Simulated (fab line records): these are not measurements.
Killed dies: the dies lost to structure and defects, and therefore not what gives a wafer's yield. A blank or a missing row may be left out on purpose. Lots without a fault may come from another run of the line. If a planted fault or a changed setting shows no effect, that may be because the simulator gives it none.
fab line records    flow berkeley_cmos170
record: lots: 15  wafers: 45  last_day: 12
route steps=331 shown M2@288
lots that met no fault: from a run of the same line without faults
start_h: hours from the record's first day to the start of the lot's first wafer shown    wait_h: hours from the lot's prior step to this one    " same as the row above    L1.1+2: several wafers, shown together as one row    - no value, or no start was given    * or withheld: withheld    < > ~ a bound
route shown NAME@n: a module of which the file shows steps, and the number in the route of the first    usual: mean/standard deviation of fault-free wafers    same: alike in all rows    chamber/n: place in a boat    sites: the reading at each site    _std_site: the standard deviation of these    _edge_site: mean of outer sites minus mean of inner sites    radius_mm: for every site, how far away it sits from the centre of the wafer    mask NAME#n: copy n    behind: tool/chamber where the wafer was last shaped    hold: why the lot went on hold/how many hours it stayed there/how the hold came to an end    device: which transistor (n, p or np) failed to switch    end of line: the same wafers' tests at the end of the route    for a step that has no rows: nothing shown but its recipe    killed: count of dies lost to structure and defects at first sort (not the wafer's yield)    map: dies across one wafer; x = killed, . = not, _ = none there
set.NAME: the run value of the setting; set.NAME@STEP: its run value at that earlier step    model.NAME: the simulator's own value behind a step, which no gauge read
route steps across a sampled set of lots; one table per step, one row per wafer
services: when a tool's chamber went out of use (start_h, in hours from the record's first day, below 0 if earlier), for how many hours, and the reason
== steps ==
step: UCB170_M2_ETCH_17
recipe: chemistry: N2/H2  target_depth_a: withheld  overetch_a: withheld  target: BARC  time_s: withheld  source_w: 500  bias_w: 100  pressure_mtorr: 30  n2_flow_sccm: 100  h2_flow_sccm: 200
usual: bias_w: 100.05/0.29  chamber_pressure_mTorr: 30.001/0.029  drypump_motor_current_A: 5.8/0.56  oes_product_au: 0.992/0.02  throttle_valve_pct: 13.22/0.2
lot.wafer  tool         chamber  start_h  wait_h  bias_w  chamber_pressure_mTorr  drypump_motor_current_A  oes_product_au  throttle_valve_pct
L858.2     rie_diel-01  1        145.15   0.0     99.91   30.003                  5.1                      1.017           13.51
L858.4     "            2        "        "       100.04  29.980                  6.5                      1.016           13.19
L858.6     "            2        "        "       100.07  30.018                  6.5                      1.019           13.17
L862.1     rie_diel-01  1        169.18   0.0     100.10  29.930                  5.1                      1.004           13.49
L862.2     "            3        "        "       100.28  29.977                  6.2                      1.034           13.30
L862.3     "            2        "        "       99.60   29.999                  6.5                      1.019           13.17
L861.1     rie_diel-04  3        169.64   0.0     99.59   30.002                  6.2                      0.990           13.30
L861.2     "            0        "        "       99.21   30.030                  6.1                      1.004           13.00
L861.4     "            2        "        "       99.85   29.963                  5.2                      1.011           13.30
L860.1     rie_diel-01  2        169.76   0.0     100.16  29.976                  6.5                      1.008           13.17
L860.3     "            0        "        "       100.49  29.931                  6.3                      0.969           13.53
L860.5     "            1        "        "       100.11  30.007                  5.1                      1.002           13.51
L866.1     rie_diel-01  3        174.23   0.0     100.34  29.993                  6.2                      1.024           13.30
L866.2     "            1        "        "       99.91   30.012                  5.1                      1.000           13.49
L866.5     "            1        "        "       100.12  29.993                  5.1                      1.011           13.51
L865.1     rie_diel-02  3        174.62   0.0     99.99   29.990                  5.2                      0.966           12.93
L865.5     "            3        "        "       100.00  30.022                  5.2                      0.967           12.93
L865.6     "            0        "        "       100.75  30.019                  6.0                      0.953           13.40
L871.1     rie_diel-04  2        214.69   0.0     99.74   29.997                  5.1                      1.007           13.30
L871.3     "            0        "        "       99.95   29.996                  6.1                      1.015           13.00
L871.6     "            0        "        "       99.66   30.014                  6.1                      0.996           13.00
L872.3     rie_diel-01  3        224.56   0.0     -       -                       -                        -               -
L872.4     "            1        "        "       -       -                       -                        -               -
L872.6     "            2        "        "       -       -                       -                        -               -
L873.2     rie_diel-02  2        225.37   0.0     -       -                       -                        -               -
L873.3     "            1        "        "       -       -                       -                        -               -
L873.4     "            3        "        "       -       -                       -                        -               -
L875.2     rie_diel-02  2        226.61   0.0     -       -                       -                        -               -
L875.3     "            3        "        "       -       -                       -                        -               -
L875.6     "            3        "        "       -       -                       -                        -               -
L877.3     rie_diel-01  3        243.03   0.0     99.69   29.999                  6.2                      1.008           13.29
L877.4     "            0        "        "       100.30  30.043                  6.3                      0.944           13.56
L877.6     "            0        "        "       100.23  29.953                  6.3                      0.965           13.53
L876.1     rie_diel-04  0        252.18   0.0     100.29  30.016                  6.1                      1.020           13.03
L876.2     "            2        "        "       100.24  29.991                  5.2                      1.007           13.30
L876.6     "            2        "        "       100.03  30.038                  5.2                      1.007           13.32
L879.1     rie_diel-02  1        252.31   0.0     99.54   29.993                  5.0                      0.980           13.14
L879.5     "            1        "        "       100.52  30.009                  5.0                      0.993           13.13
L879.6     "            0        "        "       100.05  30.029                  6.0                      0.961           13.40
L878.1     rie_diel-01  3        252.45   0.0     99.75   29.953                  6.2                      1.022           13.30
L878.2     "            1        "        "       100.29  30.015                  5.1                      0.991           13.50
L878.4     "            0        "        "       100.04  29.986                  6.3                      0.959           13.55
L881.1     rie_diel-02  2        270.15   0.0     100.13  30.015                  6.6                      1.006           13.04
L881.2     "            3        "        "       99.84   30.030                  5.2                      0.972           12.91
L881.4     "            1        "        "       100.10  29.974                  5.0                      0.986           13.13
step: UCB170_M2_METAL_ETCH_18
recipe: chemistry: Cl2/BCl3  target: Al  stop_on: SiO2  pressure_mtorr: 12  target_depth_a: 11700  over_etch_frac: 0.3  time_s: 195  icp_w: 600  bias_w: 120  Cl2_flow_sccm: 90  bcl3_flow_sccm: 45
usual: bcl3_flow_sccm: 45.00/0.13  bias_w: 120.0/0.35  drypump_motor_current_A: 5.5/0.32  oes_product_au: 0.861/0.012  throttle_valve_pct: 24.24/0.29
lot.wafer  tool          chamber  start_h  wait_h  bcl3_flow_sccm  bias_w  drypump_motor_current_A  oes_product_au  rf_hours_counter_h  throttle_valve_pct
L858.2     rie_metal-04  0        145.19   -       45.16           119.6   6.2                      0.847           9                   23.69
L858.4     "             0        "        "       44.93           119.7   6.2                      0.851           -                   23.70
L858.6     "             1        "        "       44.73           119.7   5.6                      0.865           -                   24.23
L862.1     rie_metal-03  0        169.22   -       45.15           120.6   5.4                      0.874           6                   24.59
L862.2     "             1        "        "       45.11           119.8   5.3                      0.848           9                   24.28
L862.3     "             0        "        "       44.85           120.4   5.3                      0.865           -                   24.57
L861.1     rie_metal-02  0        169.68   -       44.91           119.5   5.6                      0.845           6                   24.37
L861.2     "             1        "        "       44.85           119.8   5.1                      0.838           26                  24.48
L861.4     "             0        "        "       44.92           120.1   5.6                      0.855           -                   24.35
L860.1     rie_metal-04  0        169.80   -       44.94           120.0   6.1                      0.862           10                  23.70
L860.3     "             0        "        "       45.14           119.7   6.2                      0.859           -                   23.70
L860.5     "             1        "        "       44.87           119.9   5.6                      0.866           -                   24.22
L866.1     rie_metal-03  0        174.27   -       44.92           120.2   5.4                      0.870           6                   24.59
L866.2     "             1        "        "       44.93           120.5   5.3                      0.854           9                   24.28
L866.5     "             0        "        "       45.02           120.3   5.3                      0.879           -                   24.57
L865.1     rie_metal-03  0        174.67   -       45.20           120.2   5.4                      0.859           6                   24.58
L865.5     "             1        "        "       45.16           119.7   5.3                      0.848           -                   24.29
L865.6     "             0        "        "       45.39           119.8   5.3                      0.862           -                   24.56
L871.1     rie_metal-04  0        214.73   -       45.04           119.9   6.1                      0.849           11                  23.69
L871.3     "             0        "        "       45.16           120.0   6.1                      0.849           -                   23.68
L871.6     "             0        "        "       44.90           119.9   6.1                      0.855           -                   23.68
L872.3     rie_metal-03  1        224.66   -       45.05           120.0   5.3                      0.372           -                   24.51
L872.4     "             0        "        "       45.07           120.4   5.4                      0.377           -                   24.81
L872.6     "             0        "        "       44.93           120.6   5.4                      0.388           -                   24.81
L873.2     rie_metal-02  0        225.41   -       45.02           120.1   5.6                      0.372           8                   24.57
L873.3     "             1        "        "       45.17           120.2   5.1                      0.384           -                   24.62
L873.4     "             0        "        "       44.96           119.8   5.5                      0.372           -                   24.58
L875.2     rie_metal-04  0        226.65   -       45.07           119.6   6.2                      0.374           12                  23.92
L875.3     "             0        "        "       44.86           120.3   6.1                      0.374           -                   23.92
L875.6     "             1        "        "       45.03           120.4   5.6                      0.382           -                   24.47
L877.3     rie_metal-03  0        243.14   -       45.03           119.6   5.4                      0.871           -                   24.57
L877.4     "             1        "        "       44.93           120.6   5.3                      0.852           -                   24.28
L877.6     "             0        "        "       45.07           119.6   5.4                      0.874           -                   24.57
L876.1     rie_metal-04  0        252.22   -       44.92           120.1   6.2                      0.872           12                  23.69
L876.2     "             1        "        "       44.92           119.8   5.6                      0.882           7                   24.21
L876.6     "             1        "        "       45.21           119.7   5.6                      0.880           -                   24.21
L879.1     rie_metal-03  1        252.35   -       45.08           119.6   5.3                      0.856           12                  24.29
L879.5     "             1        "        "       45.22           119.8   5.3                      0.846           -                   24.28
L879.6     "             0        "        "       44.94           120.2   5.3                      0.877           -                   24.58
L878.1     rie_metal-02  0        252.50   -       44.82           119.4   5.6                      0.878           9                   24.33
L878.2     "             1        "        "       44.85           119.6   5.1                      0.869           2                   24.40
L878.4     "             0        "        "       44.79           119.5   5.6                      0.871           -                   24.35
L881.1     rie_metal-03  0        270.19   -       45.15           120.3   5.3                      0.879           9                   24.57
L881.2     "             1        "        "       45.13           119.9   5.3                      0.837           12                  24.29
L881.4     "             1        "        "       44.97           120.0   5.3                      0.853           -                   24.26
step: UCB170_M2_CD_MEAS_90
recipe: target_cd_nm: 700
usual: cd_nm: 700/3.2
lot.wafer  tool       chamber  start_h  wait_h  cd_nm
L858.2     cd_sem-01  -        145.58   0.2     696
L858.4     "          -        "        "       699
L858.6     "          -        "        "       698
L862.1     cd_sem-01  -        169.51   0.1     702
L862.2     "          -        "        "       699
L862.3     "          -        "        "       705
L861.1     cd_sem-01  -        169.97   0.1     696
L861.2     "          -        "        "       702
L861.4     "          -        "        "       693
L860.1     cd_sem-02  -        170.09   0.1     699
L860.3     "          -        "        "       699
L860.5     "          -        "        "       702
L866.1     cd_sem-02  -        174.56   0.1     702
L866.2     "          -        "        "       703
L866.5     "          -        "        "       702
L865.1     cd_sem-02  -        174.95   0.1     705
L865.5     "          -        "        "       703
L865.6     "          -        "        "       704
L871.1     cd_sem-01  -        215.02   0.1     696
L871.3     "          -        "        "       697
L871.6     "          -        "        "       698
L872.3     cd_sem-02  -        224.93   0.1     -
L872.4     "          -        "        "       -
L872.6     "          -        "        "       -
L873.2     cd_sem-01  -        225.72   0.1     -
L873.3     "          -        "        "       -
L873.4     "          -        "        "       -
L875.2     cd_sem-01  -        226.96   0.1     -
L875.3     "          -        "        "       -
L875.6     "          -        "        "       -
L877.3     cd_sem-01  -        243.40   0.1     703
L877.4     "          -        "        "       702
L877.6     "          -        "        "       701
L876.1     cd_sem-02  -        252.51   0.1     698
L876.2     "          -        "        "       702
L876.6     "          -        "        "       702
L879.1     cd_sem-01  -        252.64   0.1     698
L879.5     "          -        "        "       699
L879.6     "          -        "        "       700
L878.1     cd_sem-01  -        252.78   0.1     698
L878.2     "          -        "        "       699
L878.4     "          -        "        "       699
L881.1     cd_sem-01  -        270.48   0.1     698
L881.2     "          -        "        "       703
L881.4     "          -        "        "       700
== services ==
tool          chamber  start_h  hours  kind
rie_metal-03  -        149.17   4.5    repair
rie_diel-01   1        154.12   6.7    repair
rie_diel-01   -        167.49   1.5    repair
rie_metal-02  1        180.90   -      clean
rie_metal-02  1        180.90   16.9   scheduled_down
rie_metal-02  1        180.90   16.9   vent_cycle
rie_diel-02   1        181.35   3.7    repair
rie_diel-04   -        217.06   2.8    pm
== key ==
first_sign: step: UCB170_M2_ETCH_17  reading: tool_record  direction: missing
effect: step: UCB170_M2_METAL_ETCH_18  reading: oes_product_au  direction: down  sigmas: 42  usual: 0.861  struck: 0.377
effect: step: UCB170_M2_CD_MEAS_90  reading: cd_nm  direction: missing
met_at UCB170_M2_ETCH_17
struck_lots L872,L873,L875
later_rows_left_out L872.3,L872.4,L872.6,L873.2,L873.3,L873.4,L875.2,L875.3,L875.6
sort_left_out L872.3,L872.4,L872.6,L873.2,L873.3,L873.4,L875.2,L875.3,L875.6
onset_between 174.62 224.56
fault: kind: skipped_step_whole  tool: rie_diel-01,rie_diel-02  chamber: -  onset_h: 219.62  steps: UCB170_M2_ETCH_17  scope: struck_lots_only
sort_left_out: the simulated sort isn't trusted on such a fault, so these wafers' sort isn't shown, and their yield isn't known
later_rows_left_out: the simulator's readings of these wafers behind a module that went badly wrong aren't trusted and aren't shown, but for the sort
